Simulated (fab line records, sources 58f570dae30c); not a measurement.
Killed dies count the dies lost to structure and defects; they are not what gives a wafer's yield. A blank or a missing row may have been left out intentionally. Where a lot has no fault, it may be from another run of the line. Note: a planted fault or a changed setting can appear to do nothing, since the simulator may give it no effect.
Which of the tools did it? / flow berkeley_cmos170 / 14 lots with 42 wafers sampled at 2 steps, on a route of 331 steps

## WHAT THE GAUGES READ, wafer by wafer
UCB170_GATE_THK_MEAS_05.
lot=L323; measured=day 6 06:51; on=film_metro-03; GATE_POLY_THK (nm)=212.2 212.4 212.9
lot=L324; measured=day 6 14:25; on=film_metro-04; GATE_POLY_THK (nm)=217.2 215.8 214.5
lot=L325; measured=day 6 14:24; on=film_metro-02; GATE_POLY_THK (nm)=214.1 214.5 213.8
lot=L326; measured=day 7 03:43; on=film_metro-04; GATE_POLY_THK (nm)=216.1 215.5 215.4
lot=L327; measured=day 7 03:41; on=film_metro-03; GATE_POLY_THK (nm)=215.3 214.9 218.1
lot=L328; measured=day 7 03:40; on=film_metro-04; GATE_POLY_THK (nm)=216.0 216.9 217.0
lot=L332; measured=day 8 03:49; on=film_metro-04; GATE_POLY_THK (nm)=215.1 216.3 214.9
lot=L334; measured=day 8 16:22; on=film_metro-03; GATE_POLY_THK (nm)=216.3 215.2 215.6
lot=L335; measured=day 8 16:19; on=film_metro-03; GATE_POLY_THK (nm)=214.6 215.1 213.7
lot=L336; measured=day 8 16:19; on=film_metro-04; GATE_POLY_THK (nm)=215.9 213.1 213.4
lot=L337; measured=day 9 10:22; on=film_metro-03; GATE_POLY_THK (nm)=215.5 216.2 214.9
lot=L340; measured=day 9 10:20; on=film_metro-02; GATE_POLY_THK (nm)=210.9 211.6 213.8
lot=L341; measured=day 9 21:54; on=film_metro-04; GATE_POLY_THK (nm)=222.8 224.4 222.7
lot=L345; measured=day 10 13:13; on=film_metro-03; GATE_POLY_THK (nm)=221.4 221.8 220.8

## TOOL THAT RAN EACH LOT (tool first, then ch and the chambers of the sampled wafers, then the start)
lot=L323; UCB170_GATE_CVD_04=lpcvd-01 ch 1, day 6 05:26
lot=L324; UCB170_GATE_CVD_04=lpcvd-02 ch 1, day 6 13:00
lot=L325; UCB170_GATE_CVD_04=lpcvd-02 ch 0, day 6 13:00
lot=L326; UCB170_GATE_CVD_04=lpcvd-02 ch 0, day 7 02:16
lot=L327; UCB170_GATE_CVD_04=lpcvd-02 ch 0, day 7 02:16
lot=L328; UCB170_GATE_CVD_04=lpcvd-02 ch 0, day 7 02:16
lot=L332; UCB170_GATE_CVD_04=lpcvd-01 ch 1, day 8 02:25
lot=L334; UCB170_GATE_CVD_04=lpcvd-02 ch 0, day 8 14:11
lot=L335; UCB170_GATE_CVD_04=lpcvd-02 ch 0, day 8 14:11
lot=L336; UCB170_GATE_CVD_04=lpcvd-02 ch 0, day 8 14:11
lot=L337; UCB170_GATE_CVD_04=lpcvd-02 ch 0, day 9 08:56
lot=L340; UCB170_GATE_CVD_04=lpcvd-02 ch 1, day 9 08:56
lot=L341; UCB170_GATE_CVD_04=lpcvd-02 ch 0, day 9 20:29
lot=L345; UCB170_GATE_CVD_04=lpcvd-02 ch 0, day 10 11:49
- UCB170_GATE_CVD_04: deposits poly-Si from SiH4, time 1440 s, target thk 214 nm.

## AS READ BY THE TOOLS THEMSELVES (means over the sampled wafers that have a number; for cases with no such wafer, the mark the record gives instead)
The record holds no such reading with a usual standard deviation.

## THE ANSWER, worked out from the rows above alone
Rule: what is usual is taken from the lots themselves. The widest of any qualifying gaps counts: lots, ordered by their means at a reading, are off when they make up no more than a third of the lots, leave a main group of 4 or more, and stand apart from it by 3 or more times the standard deviation of that group's means. Not used: any main group whose means are identical at the precision the tables above print for the reading. Also off: a lot with no number at a reading for which 4 or more lots have one. Where the step has rows for the other lots, those lots are counted as sound. First the gauges in route order, then the tools' own readings, where a lot's mean is used as printed above. At the first step where some lot is off, the reading lying furthest off is the one used; lots without a number count as furthest.
Off: L341, L345, seen at UCB170_GATE_THK_MEAS_05 (GATE_POLY_THK). Mean 214.9 nm and standard deviation 1.4 in the main group.
A tool fits if, at a process step before that reading, it ran every lot that is off, and no sound lot after the first of them. Gauges at UCB170_GATE_THK_MEAS_05: tried the same way as those tools. One fits: UCB170_GATE_CVD_04 on lpcvd-02. A fault onset in the window from L337 (day 9 08:56, its last sound lot) to L341 (day 9 20:29, its first lot off) fits.

## WHAT HAD BEEN PUT IN BY THE SIMULATOR
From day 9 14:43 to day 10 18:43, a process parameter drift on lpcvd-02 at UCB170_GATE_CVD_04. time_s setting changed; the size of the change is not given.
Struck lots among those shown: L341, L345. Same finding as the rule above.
